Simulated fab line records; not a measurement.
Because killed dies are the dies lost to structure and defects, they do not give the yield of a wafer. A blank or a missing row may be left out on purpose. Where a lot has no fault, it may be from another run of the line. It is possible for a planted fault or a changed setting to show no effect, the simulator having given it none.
Which tool was responsible? | flow berkeley cmos170 | 13 lots, 39 wafers sampled, at 5 steps of a route of 331

## WHAT EACH GAUGE READ, for each wafer
UCB170_START_BOW_MEAS_00. Usual: INCOMING_BOW 0 um, standard deviation 6.2.
lot  | measured    | on            | INCOMING_BOW (um) | flag
L561 | day 1 15:04 | film metro-01 | 0 3 -2            |
L562 | day 1 20:00 | film metro-02 | -6 0 3            |
L564 | day 2 06:01 | film metro-01 | 2 5 10            |
L565 | day 2 11:01 | film metro-02 | -9 -12 9          |
L566 | day 2 16:00 | film metro-02 | 0 3 -3            |
L567 | day 2 21:01 | film metro-04 | -3 -2 4           |
L569 | day 3 07:01 | film metro-01 | -12 -5 -2         |
L571 | day 3 17:00 | film metro-04 | -4 -7 -9          |
L578 | day 5 04:00 | film metro-02 | 6 3 -1            |
L579 | day 5 09:04 | film metro-02 | 10 0 5            |
L580 | day 5 14:01 | film metro-02 | 1 -2 3            |
L582 | day 6 00:00 | film metro-02 | -2 -8 1           |
L583 | day 6 05:01 | film metro-02 | 11 -7 -2          |

UCB170_START_THK_MEAS_03. Usual: START_OXIDE_THK 20.1 nm, standard deviation 0.39.
lot  | measured    | on            | START_OXIDE_THK (nm) | flag
L561 | day 1 19:32 | film metro-01 | 20.2 20.0 20.0       |
L562 | day 2 02:35 | film metro-01 | 19.8 19.4 19.4       |
L564 | day 2 11:32 | film metro-01 | 20.0 20.4 20.5       |
L565 | day 2 15:05 | film metro-04 | 20.5 20.5 20.5       |
L566 | day 2 19:14 | film metro-01 | 19.8 20.2 19.7       |
L567 | day 3 01:10 | film metro-02 | 19.1 19.2 19.6       |
L569 | day 3 10:35 | film metro-04 | 20.5 20.1 20.4       |
L571 | day 3 20:17 | film metro-01 | 19.8 19.9 20.3       |
L578 | day 5 10:16 | film metro-01 | 20.3 20.2 20.0       |
L579 | day 5 13:02 | film metro-02 | 20.3 20.2 20.5       |
L580 | day 5 18:52 | film metro-02 | 20.7 20.3 20.8       |
L582 | day 6 03:13 | film metro-01 | 20.2 19.9 19.9       |
L583 | day 6 10:08 | film metro-01 | 20.4 20.2 20.6       |

UCB170_SILICIDE_RS_MEAS_02: measures by four-point-probe. Usual: SILICIDE_TI_RS 26.1 ohm/sq, standard deviation 0.35.
lot  | measured     | on            | SILICIDE_TI_RS (ohm/sq) | flag
L561 | day 7 04:40  | film metro-04 | 25.7 25.5 25.9          |
L562 | day 7 12:22  | film metro-03 | 25.7 26.0 25.9          |
L564 | day 7 12:56  | film metro-03 | 26.2 26.2 26.3          |
L565 | day 7 12:34  | film metro-03 | 26.9 26.1 26.1          |
L566 | day 8 00:55  | film metro-02 | 26.1 26.4 26.3          |
L567 | day 8 13:58  | film metro-04 | 26.2 25.9 26.0          |
L569 | day 8 21:04  | film metro-04 | 26.2 26.5 26.4          |
L571 | day 8 21:03  | film metro-03 | 25.7 25.6 25.4          |
L578 | day 10 12:31 | film metro-02 | 26.3 26.0 26.1          |
L579 | day 10 12:35 | film metro-03 | 25.1 25.1 25.4          |
L580 | day 11 05:36 | film metro-03 | 26.5 26.1 26.1          |
L582 | day 11 10:37 | film metro-04 | 27.0 26.6 27.3          |
L583 | day 11 10:49 | film metro-04 | 25.7 25.9 25.7          |

UCB170_CONTACT_CD_MEAS_90 targets a cd of 700 nm. Usual: 699.9 nm for cd nm, sd 1.6.
lot  | measured     | on        | cd nm (nm)        | flag
L561 | day 7 10:31  | cd sem-01 | 702.4 701.4 700.7 |
L562 | day 7 18:29  | cd sem-01 | 701.8 702.2 701.5 |
L564 | day 7 18:49  | cd sem-01 | 700.6 700.0 701.2 |
L565 | day 7 18:45  | cd sem-02 | 697.9 698.0 698.0 |
L566 | day 8 05:21  | cd sem-01 | 700.2 701.0 700.9 |
L567 | day 8 19:07  | cd sem-02 | 700.8 699.6 699.9 |
L569 | day 9 02:14  | cd sem-01 | 699.1 701.2 698.8 |
L571 | day 9 02:47  | cd sem-02 | 698.8 699.0 700.4 |
L578 | day 10 17:09 | cd sem-01 | 696.9 698.5 696.3 |
L579 | day 10 16:56 | cd sem-02 | 695.1 696.1 696.8 |
L580 | day 11 10:12 | cd sem-01 | 697.7 698.6 697.9 |
L582 | day 11 15:04 | cd sem-01 | 701.0 701.8 700.9 |
L583 | day 11 17:02 | cd sem-01 | 698.0 700.0 700.3 |

## TOOL THAT RAN EACH LOT (tool first, then ch and the chambers of the sampled wafers, then the start)
lot  | UCB170_SILICIDE_SPUTTER_01
L561 | pvd sputter-02, day 7 04:35
L562 | pvd sputter-03, day 7 12:20
L564 | pvd sputter-02, day 7 12:53
L565 | pvd sputter-04, day 7 12:26
L566 | pvd sputter-03, day 8 00:52
L567 | pvd sputter-02, day 8 13:55
L569 | pvd sputter-04, day 8 21:01
L571 | pvd sputter-02, day 8 21:01
L578 | pvd sputter-04, day 10 12:29
L579 | pvd sputter-02, day 10 12:29
L580 | pvd sputter-03, day 11 05:33
L582 | pvd sputter-04, day 11 10:12
L583 | pvd sputter-03, day 11 10:41
- UCB170_SILICIDE_SPUTTER_01: material Ti, target thk 30 nm, time 25 s.

## WHAT THE TOOLS THEMSELVES READ (means of the sampled wafers that have a number; where no wafer has one, the mark that the record gives instead)
UCB170_SILICIDE_SPUTTER_01. Usual: chamber pressure pa 0.5000 Pa, standard deviation 0.0011; throttle valve pct 30.0 %, standard deviation 1.
lot  | tool           | chamber pressure pa (Pa) | throttle valve pct (%) | flag
L561 | pvd sputter-02 | 0.4993                   | 29.6                   |
L562 | pvd sputter-03 | 0.4995                   | 30.2                   |
L564 | pvd sputter-02 | 0.5006                   | 29.8                   |
L565 | pvd sputter-04 | 0.5006                   | 30.2                   |
L566 | pvd sputter-03 | 0.5009                   | 29.3                   |
L567 | pvd sputter-02 | 0.4991                   | 30.0                   |
L569 | pvd sputter-04 | 0.4989                   | 30.2                   |
L571 | pvd sputter-02 | 0.4997                   | 30.0                   |
L578 | pvd sputter-04 | 0.5006                   | 30.5                   |
L579 | pvd sputter-02 | 0.5001                   | 28.5                   |
L580 | pvd sputter-03 | 0.4997                   | 29.8                   |
L582 | pvd sputter-04 | 0.4998                   | 30.6                   |
L583 | pvd sputter-03 | 0.5000                   | 30.0                   |

## THE ANSWER, worked out from the rows above alone
Rule: a lot counts as off when the mean over its wafers that have a number is more than 3 standard deviations away from the usual mean. Also off: a lot with no number at a reading for which 4 or more lots have one. All remaining lots with rows at the step are treated as sound. First the gauges in route order, then the tools' own readings, where a lot's mean is used as printed above. The first step at which some lot is off is used, and at that step the reading that is off furthest; a lot without a number counts as furthest.
None of the lots is off at any reading shown; this tells nothing.

## WHAT THE SIMULATOR HAD INSERTED
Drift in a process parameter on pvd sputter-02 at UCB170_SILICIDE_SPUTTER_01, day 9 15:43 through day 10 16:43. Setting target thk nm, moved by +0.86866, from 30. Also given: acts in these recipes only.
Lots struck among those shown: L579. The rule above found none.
